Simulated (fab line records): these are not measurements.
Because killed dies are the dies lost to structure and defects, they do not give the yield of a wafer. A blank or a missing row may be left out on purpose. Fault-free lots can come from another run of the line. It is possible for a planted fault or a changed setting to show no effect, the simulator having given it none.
fab line records | flow berkeley_cmos170 | part 1 of 2: steps 1 to 24 of 34
[record] lots = 5 wafers = 15 last_day = 13
route steps=331 shown FIELD@92 SACOX@97 SCREENOX@100 NVT@104 PVT@115 GATE@125
lots with no fault: from the same line, run without faults
start_h: hours from the record's opening day to when the first of the lot's shown wafers began | wait_h: hours since the lot's step before | " repeats the value in the row above | L1.1+2: several wafers, shown together as one row | - value missing, or start not given | * or withheld: withheld | < > ~ a bound
route shown NAME@n: names a module that has steps shown in the file, with the first one's number in the route | usual: the fault-free wafers' mean and standard deviation | same: alike in all rows | chamber/n: place in a boat | sites: the reading at each site | _std_site: standard deviation of those values | _edge_site: outer sites' mean less inner sites' | radius_mm: for every site, how far away it sits from the centre of the wafer | mask NAME#n: copy n | behind: the tool/chamber that last shaped the wafer | hold: cause of the lot's hold/its duration in hours/its outcome | device: names the non-switching transistor (n, p or np) | end of line: tests run on the same wafers once the route is complete | where a step has no rows: the recipe by itself | killed: count of dies lost to structure and defects at first sort (not the wafer's yield) | map: a wafer's dies, x killed, . not, _ none there
set.NAME: setting as actually run; set.NAME@STEP: the setting as run at that earlier step | model.NAME: the simulator's own value behind a step, which no gauge read
lots seen at some steps along the route; tables by step, rows by wafer
services: from which hour (start_h, from the record's first day; less than 0 if before it) a tool's chamber was out of use, for how many hours, and why
[[steps]]
[step UCB170_FIELD_ANNEAL_03]
[recipe] temp_c = 1000 time_s = 1200 ambient = N2
[usual] spike_tc_load_C = 1023.4/1.4 zone_power_load_pct = 32/3.1
// columns lot.wafer tool chamber start_h wait_h spike_tc_load_C zone_power_load_pct
L075.1 furnace-02 0 126.84 4.9 1023.4 30
L075.2 " 0 " " 1023.0 30
L075.4 " 0 " " 1024.4 30
L078.1 furnace-02 0 143.42 3.9 1023.4 29
L078.4 " 0 " " 1023.6 29
L078.6 " 0 " " 1024.7 29
L083.2 furnace-04 0 152.89 3.5 1023.5 35
L083.4 " 0 " " 1022.3 36
L083.5 " 0 " " 1022.2 36
L088.4 furnace-02 0 175.30 4.0 1022.9 29
L088.5 " 0 " " 1023.6 30
L088.6 " 0 " " 1023.1 29
L096.1 furnace-04 0 225.22 6.0 1023.6 36
L096.5 " 0 " " 1022.8 36
L096.6 " 0 " " 1022.1 35
[step UCB170_FIELD_WET_ETCH_04]
[recipe] chemistry = dHF dilution = 10:1 target = SiO2 temp_c = 25 time_s = 60
[usual] temp_c = 24.97/0.091
// columns lot.wafer tool chamber start_h wait_h temp_c
L075.1 wet_bench-01 2 128.17 0.0 24.81
L075.2 " 2 " " 24.91
L075.4 " 2 " " 25.05
L078.1 wet_bench-03 1 144.75 0.0 25.10
L078.4 " 1 " " 25.04
L078.6 " 1 " " 25.06
L083.2 wet_bench-03 1 154.22 0.0 24.98
L083.4 " 1 " " 25.00
L083.5 " 1 " " 24.96
L088.4 wet_bench-03 0 176.64 0.0 24.91
L088.5 " 0 " " 25.07
L088.6 " 0 " " 25.00
L096.1 wet_bench-04 2 226.56 0.0 24.86
L096.5 " 2 " " 24.98
L096.6 " 2 " " 25.01
[step UCB170_FIELD_WET_ETCH_05]
[recipe] chemistry = H3PO4 target = Si3N4 temp_c = 160 time_s = 12600
[usual] temp_c = 160.01/0.15
// columns lot.wafer tool chamber start_h wait_h temp_c
L075.1 wet_bench-01 3 128.20 0.0 159.85
L075.2 " 3 " " 159.77
L075.4 " 3 " " 159.84
L078.1 wet_bench-03 3 144.81 0.0 160.09
L078.4 " 3 " " 159.94
L078.6 " 3 " " 159.94
L083.2 wet_bench-04 1 154.25 0.0 160.18
L083.4 " 1 " " 160.17
L083.5 " 1 " " 160.06
L088.4 wet_bench-03 3 176.66 0.0 160.24
L088.5 " 3 " " 160.16
L088.6 " 3 " " 159.89
L096.1 wet_bench-03 0 226.58 0.0 160.01
L096.5 " 0 " " 159.96
L096.6 " 0 " " 159.92
[step UCB170_FIELD_WET_ETCH_06]
[recipe] chemistry = BOE dilution = 5:1 target = SiO2 temp_c = 25 time_s = 22
[usual] temp_c = 25.02/0.11
// columns lot.wafer tool chamber start_h wait_h temp_c
L075.1 wet_bench-03 2 132.02 0.0 24.91
L075.2 " 2 " " 24.84
L075.4 " 2 " " 24.82
L078.1 wet_bench-03 0 149.21 0.2 25.01
L078.4 " 0 " " 24.76
L078.6 " 0 " " 24.89
L083.2 wet_bench-03 0 157.76 0.0 25.24
L083.4 " 0 " " 25.09
L083.5 " 0 " " 24.96
L088.4 wet_bench-03 1 180.19 0.0 25.17
L088.5 " 1 " " 25.08
L088.6 " 1 " " 25.22
L096.1 wet_bench-04 3 230.09 0.0 25.02
L096.5 " 3 " " 24.97
L096.6 " 3 " " 24.98
[step UCB170_FIELD_THK_MEAS_90]
[recipe] reads = SiO2_of_FIELD_OXIDATION_01
[usual] FIELD_OXIDE_LEFT_1_THK = 448/9.2
// columns lot.wafer tool chamber start_h wait_h FIELD_OXIDE_LEFT_1_THK[nm]
L075.1 film_metro-02 - 132.04 0.0 456
L075.2 " - " " 448
L075.4 " - " " 463
L078.1 film_metro-04 - 149.23 0.0 448
L078.4 " - " " 442
L078.6 " - " " 441
L083.2 film_metro-02 - 157.78 0.0 452
L083.4 " - " " 464
L083.5 " - " " 454
L088.4 film_metro-02 - 180.24 0.0 441
L088.5 " - " " 445
L088.6 " - " " 444
L096.1 film_metro-04 - 230.10 0.0 433
L096.5 " - " " 435
L096.6 " - " " 437
[step UCB170_SACOX_CLEAN_00]
[recipe] chemistry = dHF dilution = 25:1 time_s = 7.5
// columns lot.wafer tool chamber start_h wait_h
L075.1+2+4 wet_bench-02 2 132.10 0.1
L078.1+4+6 wet_bench-03 0 149.29 0.1
L083.2+4+5 wet_bench-03 0 157.95 0.2
L088.4+5+6 wet_bench-03 1 180.27 0.0
L096.1+5+6 wet_bench-03 2 230.16 0.1
[step UCB170_SACOX_OXIDATION_01]
[recipe] temp_c = 904.1 ambient = O2 target_thk_a = 144 ox_time_s = 2400
[usual] spike_tc_load_C = 926.7/2 zone_power_load_pct = 26.3/2.4
// columns lot.wafer tool chamber start_h wait_h spike_tc_load_C zone_power_load_pct
L075.1 furnace-02 0 136.25 4.1 925.1 23.2
L075.2 " 0 " " 925.8 22.9
L075.4 " 0 " " 926.3 22.8
L078.1 furnace-04 0 151.22 1.9 925.1 28.4
L078.4 " 0 " " 926.2 27.9
L078.6 " 0 " " 926.5 27.8
L083.2 furnace-04 0 162.72 4.8 925.5 28.1
L083.4 " 0 " " 925.5 28.1
L083.5 " 0 " " 925.4 28.0
L088.4 furnace-01 0 185.76 5.5 930.8 28.0
L088.5 " 0 " " 930.9 28.2
L088.6 " 0 " " 931.4 27.7
L096.1 furnace-02 0 234.37 4.2 925.0 23.7
L096.5 " 0 " " 926.4 23.3
L096.6 " 0 " " 926.8 23.6
[step UCB170_SACOX_THK_MEAS_02]
[recipe] reads = SiO2_of_SACOX_OXIDATION_01
[usual] SACOX_OXIDE_THK = 15.07/0.23
// columns lot.wafer tool chamber start_h wait_h SACOX_OXIDE_THK[nm]
L075.1 film_metro-04 - 137.92 0.0 14.99
L075.2 " - " " 14.67
L075.4 " - " " 14.84
L078.1 film_metro-03 - 152.89 0.0 15.49
L078.4 " - " " 15.56
L078.6 " - " " 15.44
L083.2 film_metro-02 - 164.40 0.0 15.38
L083.4 " - " " 15.41
L083.5 " - " " 15.03
L088.4 film_metro-02 - 187.46 0.0 14.91
L088.5 " - " " 14.60
L088.6 " - " " 15.10
L096.1 film_metro-02 - 236.03 0.0 14.64
L096.5 " - " " 14.61
L096.6 " - " " 14.82
[step UCB170_SCREENOX_WET_ETCH_00]
[recipe] chemistry = dHF dilution = 25:1 target = SiO2 temp_c = 25 time_s = 200
[usual] temp_c = 25.03/0.11
// columns lot.wafer tool chamber start_h wait_h temp_c
L075.1 wet_bench-03 1 138.10 0.2 25.17
L075.2 " 1 " " 25.07
L075.4 " 1 " " 24.81
L078.1 wet_bench-02 3 152.95 0.1 25.02
L078.4 " 3 " " 25.17
L078.6 " 3 " " 25.14
L083.2 wet_bench-03 2 164.45 0.0 25.07
L083.4 " 2 " " 25.04
L083.5 " 2 " " 24.88
L088.4 wet_bench-03 1 187.61 0.1 25.05
L088.5 " 1 " " 25.05
L088.6 " 1 " " 25.01
L096.1 wet_bench-03 3 236.09 0.1 24.97
L096.5 " 3 " " 24.94
L096.6 " 3 " " 25.15
[step UCB170_SCREENOX_OXIDATION_01]
[recipe] temp_c = 900 ambient = O2 target_thk_a = 144 ox_time_s = 2400
[usual] spike_tc_load_C = 922.5/1.9 zone_power_load_pct = 25.9/2.3
// columns lot.wafer tool chamber start_h wait_h spike_tc_load_C zone_power_load_pct
L075.1 furnace-01 0 141.83 3.7 928.0 27.8
L075.2 " 0 " " 925.7 27.6
L075.4 " 0 " " 926.5 27.5
L078.1 furnace-04 0 158.47 5.5 923.6 27.8
L078.4 " 0 " " 920.9 28.0
L078.6 " 0 " " 921.3 27.2
L083.2 furnace-02 0 169.79 5.3 921.7 22.7
L083.4 " 0 " " 922.0 23.0
L083.5 " 0 " " 921.1 23.1
L088.4 furnace-02 0 191.34 3.7 923.4 22.7
L088.5 " 0 " " 922.3 22.7
L088.6 " 0 " " 923.2 22.8
L096.1 furnace-02 0 238.88 2.7 923.6 23.0
L096.5 " 0 " " 921.6 23.0
L096.6 " 0 " " 921.9 22.5
[step UCB170_SCREENOX_THK_MEAS_02]
[recipe] reads = SiO2_of_SCREENOX_OXIDATION_01
[usual] SCREENOX_OXIDE_THK = 14.39/0.27
// columns lot.wafer tool chamber start_h wait_h SCREENOX_OXIDE_THK[nm]
L075.1 film_metro-02 - 143.49 0.0 13.82
L075.2 " - " " 14.17
L075.4 " - " " 13.87
L078.1 film_metro-03 - 160.14 0.0 14.47
L078.4 " - " " 14.70
L078.6 " - " " 14.54
L083.2 film_metro-02 - 171.46 0.0 14.18
L083.4 " - " " 14.57
L083.5 " - " " 14.34
L088.4 film_metro-02 - 193.04 0.0 14.68
L088.5 " - " " 14.90
L088.6 " - " " 14.73
L096.1 film_metro-01 - 240.58 0.0 14.11
L096.5 " - " " 14.02
L096.6 " - " " 14.25
[step UCB170_SCREENOX_ANNEAL_03]
[recipe] temp_c = 900 time_s = 900 ambient = N2
[usual] spike_tc_load_C = 923.6/2.7 zone_power_load_pct = 26.7/2
// columns lot.wafer tool chamber start_h wait_h spike_tc_load_C zone_power_load_pct
L075.1 furnace-02 0 147.35 3.8 924.4 22.9
L075.2 " 0 " " 922.1 22.8
L075.4 " 0 " " 921.9 22.8
L078.1 furnace-04 0 165.72 5.6 922.2 27.8
L078.4 " 0 " " 920.4 27.7
L078.6 " 0 " " 920.6 27.0
L083.2 furnace-01 0 175.31 3.8 925.8 27.3
L083.4 " 0 " " 926.3 27.4
L083.5 " 0 " " 925.6 27.2
L088.4 furnace-01 0 198.11 5.1 928.0 28.2
L088.5 " 0 " " 928.0 27.6
L088.6 " 0 " " 926.2 27.3
L096.1 furnace-02 0 241.88 1.3 921.9 22.7
L096.5 " 0 " " 922.7 22.5
L096.6 " 0 " " 922.2 22.8
[step UCB170_NVT_HMDS_00]
[recipe] prime_time_s = 60 prime_temp_c = 100
[usual] exhaust_pa = 44.8/0.91 resist_line_temp_C = 22.99/0.1
// columns lot.wafer tool chamber start_h wait_h exhaust_pa resist_line_temp_C
L075.1 litho_track-02 0 149.07 0.5 44.8 23.15
L075.2 " 0 " " 45.7 23.22
L075.4 " 0 " " 45.8 23.17
L078.1 litho_track-01 0 167.35 0.4 44.4 23.07
L078.4 " 0 " " 45.0 23.08
L078.6 " 0 " " 45.1 23.20
L083.2 litho_track-01 0 176.77 0.2 45.3 23.13
L083.4 " 0 " " 46.1 22.98
L083.5 " 0 " " 45.6 23.04
L088.4 litho_track-04 0 199.66 0.3 45.8 22.98
L088.5 " 0 " " 43.8 23.12
L088.6 " 0 " " 45.7 22.99
L096.1 litho_track-01 0 243.61 0.5 46.5 23.06
L096.5 " 0 " " 44.7 22.90
L096.6 " 0 " " 45.8 22.86
[step UCB170_NVT_COAT_01]
[recipe] resist = KrF spin_rpm = 1500 resist_thk_nm = 900
[usual] exhaust_pa = 45.1/0.88 resist_line_temp_C = 23.01/0.11 spin_speed_rpm = 1500.0/1.1
// columns lot.wafer tool chamber start_h wait_h exhaust_pa resist_line_temp_C spin_speed_rpm
L075.1 litho_track-02 0 149.22 0.1 45.1 23.07 1499.8
L075.2 " 0 " " 44.8 23.12 1500.5
L075.4 " 0 " " 46.1 23.18 1502.2
L078.1 litho_track-01 0 167.50 0.1 46.1 22.89 1499.0
L078.4 " 0 " " 45.3 22.81 1499.0
L078.6 " 0 " " 45.7 22.75 1499.5
L083.2 litho_track-01 0 176.92 0.1 45.2 23.10 1499.5
L083.4 " 0 " " 44.9 22.97 1499.9
L083.5 " 0 " " 46.1 23.10 1499.9
L088.4 litho_track-04 0 199.81 0.1 44.0 22.81 1500.7
L088.5 " 0 " " 43.2 22.75 1500.7
L088.6 " 0 " " 43.7 22.93 1500.9
L096.1 litho_track-01 0 243.76 0.1 44.0 23.10 1500.7
L096.5 " 0 " " 44.7 23.12 1499.2
L096.6 " 0 " " 45.3 23.18 1498.2
[step UCB170_NVT_SOFTBAKE_02]
[recipe] resist = KrF temp_c = 130 time_s = 60
[usual] exhaust_pa = 44.9/0.88 resist_line_temp_C = 23.02/0.097
// columns lot.wafer tool chamber start_h wait_h exhaust_pa resist_line_temp_C
L075.1 litho_track-02 0 149.37 0.1 44.7 22.82
L075.2 " 0 " " 44.5 22.88
L075.4 " 0 " " 45.1 22.95
L078.1 litho_track-01 0 167.65 0.1 45.1 23.12
L078.4 " 0 " " 47.0 23.03
L078.6 " 0 " " 45.2 22.97
L083.2 litho_track-01 0 177.07 0.1 46.8 22.89
L083.4 " 0 " " 46.9 22.95
L083.5 " 0 " " 43.8 23.09
L088.4 litho_track-04 0 199.96 0.1 45.4 23.11
L088.5 " 0 " " 45.3 22.99
L088.6 " 0 " " 45.9 23.07
L096.1 litho_track-01 0 243.91 0.1 45.6 23.12
L096.5 " 0 " " 45.9 23.02
L096.6 " 0 " " 44.3 23.05
[step UCB170_NVT_EXPOSE_03]
[recipe] mask_id = PWELL target_cd_nm = 3000 na = 0.5 sigma_outer = 0.6 source_shape = conventional dose_mj = 30
[usual] stage_vel_mm_s = 500.05/0.27
// columns lot.wafer tool chamber start_h wait_h mask stage_vel_mm_s
L075.1 krf_scanner-02 0 149.52 0.1 PWELL#0 500.60
L075.2 " 0 " " PWELL#0 500.51
L075.4 " 0 " " PWELL#0 500.59
L078.1 krf_scanner-01 0 167.92 0.2 PWELL#0 499.83
L078.4 " 0 " " PWELL#0 499.98
L078.6 " 0 " " PWELL#0 500.13
L083.2 krf_scanner-01 0 177.34 0.2 PWELL#0 500.14
L083.4 " 0 " " PWELL#0 499.92
L083.5 " 0 " " PWELL#0 499.76
L088.4 krf_scanner-02 0 200.09 0.1 PWELL#0 500.15
L088.5 " 0 " " PWELL#0 499.94
L088.6 " 0 " " PWELL#0 499.64
L096.1 krf_scanner-01 0 244.25 0.3 PWELL#0 500.15
L096.5 " 0 " " PWELL#0 499.77
L096.6 " 0 " " PWELL#0 499.71
[step UCB170_NVT_PEB_04]
[recipe] peb_temp_c = 130 peb_time_s = withheld resist = KrF
[usual] exhaust_pa = 44.9/0.79 resist_line_temp_C = 23.03/0.1
// columns lot.wafer tool chamber start_h wait_h exhaust_pa resist_line_temp_C
L075.1 litho_track-02 0 149.80 0.3 45.5 22.97
L075.2 " 0 " " 44.9 23.11
L075.4 " 0 " " 44.5 22.98
L078.1 litho_track-02 0 168.44 0.5 44.4 23.03
L078.4 " 0 " " 45.3 23.01
L078.6 " 0 " " 45.4 22.89
L083.2 litho_track-01 0 177.49 0.1 44.4 23.08
L083.4 " 0 " " 44.5 23.17
L083.5 " 0 " " 44.7 23.05
L088.4 litho_track-01 0 200.40 0.3 44.9 22.87
L088.5 " 0 " " 44.6 23.03
L088.6 " 0 " " 44.1 23.15
L096.1 litho_track-04 0 245.29 1.0 44.8 22.86
L096.5 " 0 " " 45.0 22.96
L096.6 " 0 " " 43.9 22.82
[step UCB170_NVT_DEVELOP_05]
[recipe] developer = TMAH develop_time_s = 45 resist = KrF dev_temp_c = 21
[usual] exhaust_pa = 45.0/0.79 resist_line_temp_C = 23.01/0.11
// columns lot.wafer tool chamber start_h wait_h exhaust_pa resist_line_temp_C
L075.1 litho_track-02 0 - - 44.9 22.96
L075.2 " 0 " " 45.9 23.03
L075.4 " 0 " " 45.2 23.06
L078.1 litho_track-02 0 - - 45.3 23.01
L078.4 " 0 " " 45.0 22.85
L078.6 " 0 " " 45.8 23.11
L083.2 litho_track-01 0 - - 45.9 22.91
L083.4 " 0 " " 44.4 22.97
L083.5 " 0 " " 44.6 23.04
L088.4 litho_track-01 0 - - 45.3 23.19
L088.5 " 0 " " 45.1 23.26
L088.6 " 0 " " 45.6 23.12
L096.1 litho_track-04 0 - - 45.3 23.04
L096.5 " 0 " " 45.0 23.04
L096.6 " 0 " " 44.3 23.03
[step UCB170_NVT_OVL_MEAS_06]
[usual] NVT_OVL = -1/6.3
// columns lot.wafer tool chamber start_h wait_h NVT_OVL[nm]
L075.1 overlay-01 - 150.07 - 7
L075.2 " - " " 5
L075.4 " - " " 12
L078.1 overlay-02 - 168.72 - -4
L078.4 " - " " -3
L078.6 " - " " -7
L083.2 overlay-02 - 177.75 - 17
L083.4 " - " " 9
L083.5 " - " " 8
L088.4 overlay-01 - 200.62 - 2
L088.5 " - " " -6
L088.6 " - " " 2
L096.1 overlay-01 - 245.57 - -7
L096.5 " - " " -2
L096.6 " - " " -6
[step UCB170_NVT_IMPLANT_07]
[recipe] species = BF2 dose_cm2 = 3e+12 energy_kev = 50 tilt_deg = 7
// columns lot.wafer tool chamber start_h wait_h
L075.1+2+4 implanter-02 0 150.11 0.0
L078.1+4+6 implanter-03 0 168.76 0.0
L083.2+4+5 implanter-01 0 177.81 0.0
L088.4+5+6 implanter-03 0 200.71 0.1
L096.1+5+6 implanter-01 0 245.60 0.0
[step UCB170_NVT_STRIP_08]
[recipe] chemistry = O2 power_w = 400 pressure_mtorr = 3500 platen_temp_c = withheld o2_flow_sccm = 400 overash_fraction = 0.5
[usual] drypump_motor_current_A = 6.2/0.39 oes_product_au = 0.734/0.0046 strip_time_to_endpoint_s = 21.64/0.056
// columns lot.wafer tool chamber start_h wait_h drypump_motor_current_A oes_product_au rf_hours_counter_h strip_time_to_endpoint_s
L075.1 plasma_asher-04 1 150.26 0.1 6.1 0.740 37 21.61
L075.2 " 0 " " 6.6 0.736 37 21.66
L075.4 " 1 " " 6.1 0.737 - 21.67
L078.1 plasma_asher-02 1 168.91 0.1 5.9 0.729 45 21.66
L078.4 " 1 " " 5.9 0.731 - 21.63
L078.6 " 0 " " 6.4 0.733 - 21.69
L083.2 plasma_asher-04 0 177.93 0.1 6.6 0.737 41 21.60
L083.4 " 0 " " 6.6 0.732 - 21.52
L083.5 " 0 " " 6.6 0.726 - 21.58
L088.4 plasma_asher-01 1 200.82 0.1 5.4 0.730 - 21.57
L088.5 " 0 " " 6.4 0.738 - 21.68
L088.6 " 1 " " 5.4 0.744 - 21.57
L096.1 plasma_asher-02 1 245.75 0.1 5.9 0.734 54 21.64
L096.5 " 1 " " 5.9 0.737 - 21.63
L096.6 " 0 " " 6.4 0.736 - 21.59
[step UCB170_NVT_TW_MEAS_09]
[usual] NVT_TW = 525.2/2.2
// columns lot.wafer tool chamber start_h wait_h NVT_TW
L075.1 film_metro-04 - 150.36 0.1 527.9
L075.2 " - " " 523.6
L075.4 " - " " 528.3
L078.1 film_metro-03 - 169.01 0.1 522.9
L078.4 " - " " 526.9
L078.6 " - " " 528.0
L083.2 film_metro-04 - 178.04 0.1 523.1
L083.4 " - " " 523.6
L083.5 " - " " 527.6
L088.4 film_metro-04 - 200.92 0.1 526.2
L088.5 " - " " 523.9
L088.6 " - " " 524.3
L096.1 film_metro-01 - 245.85 0.1 526.5
L096.5 " - " " 524.6
L096.6 " - " " 525.7
[step UCB170_NVT_CLEAN_10]
[recipe] chemistry = SPM temp_c = 120 time_s = 600
[usual] temp_c = 120.00/0.14
// columns lot.wafer tool chamber start_h wait_h temp_c
L075.1 wet_bench-01 3 150.42 0.1 119.90
L075.2 " 3 " " 119.84
L075.4 " 3 " " 119.97
L078.1 wet_bench-02 1 169.95 0.9 120.05
L078.4 " 1 " " 120.07
L078.6 " 1 " " 120.23
L083.2 wet_bench-02 3 178.12 0.1 119.99
L083.4 " 3 " " 119.91
L083.5 " 3 " " 120.04
L088.4 wet_bench-04 1 200.95 0.0 120.01
L088.5 " 1 " " 120.02
L088.6 " 1 " " 119.87
L096.1 wet_bench-02 3 246.09 0.2 119.79
L096.5 " 3 " " 120.20
L096.6 " 3 " " 120.18
[step UCB170_PVT_HMDS_00]
[recipe] prime_time_s = 60 prime_temp_c = 100
[usual] exhaust_pa = 44.9/0.83 resist_line_temp_C = 22.98/0.1
// columns lot.wafer tool chamber start_h wait_h exhaust_pa resist_line_temp_C
L075.1 litho_track-04 0 150.62 0.0 44.8 23.11
L075.2 " 0 " " 45.4 22.95
L075.4 " 0 " " 44.2 23.01
L078.1 litho_track-04 0 170.58 0.5 44.7 22.88
L078.4 " 0 " " 44.9 22.92
L078.6 " 0 " " 43.6 23.03
L083.2 litho_track-04 0 178.32 0.0 44.7 23.08
L083.4 " 0 " " 46.4 23.03
L083.5 " 0 " " 45.9 22.91
L088.4 litho_track-02 0 201.20 0.1 44.4 22.94
L088.5 " 0 " " 43.4 22.85
L088.6 " 0 " " 44.8 22.91
L096.1 litho_track-04 0 246.57 0.3 45.1 22.92
L096.5 " 0 " " 43.1 22.90
L096.6 " 0 " " 43.4 22.95
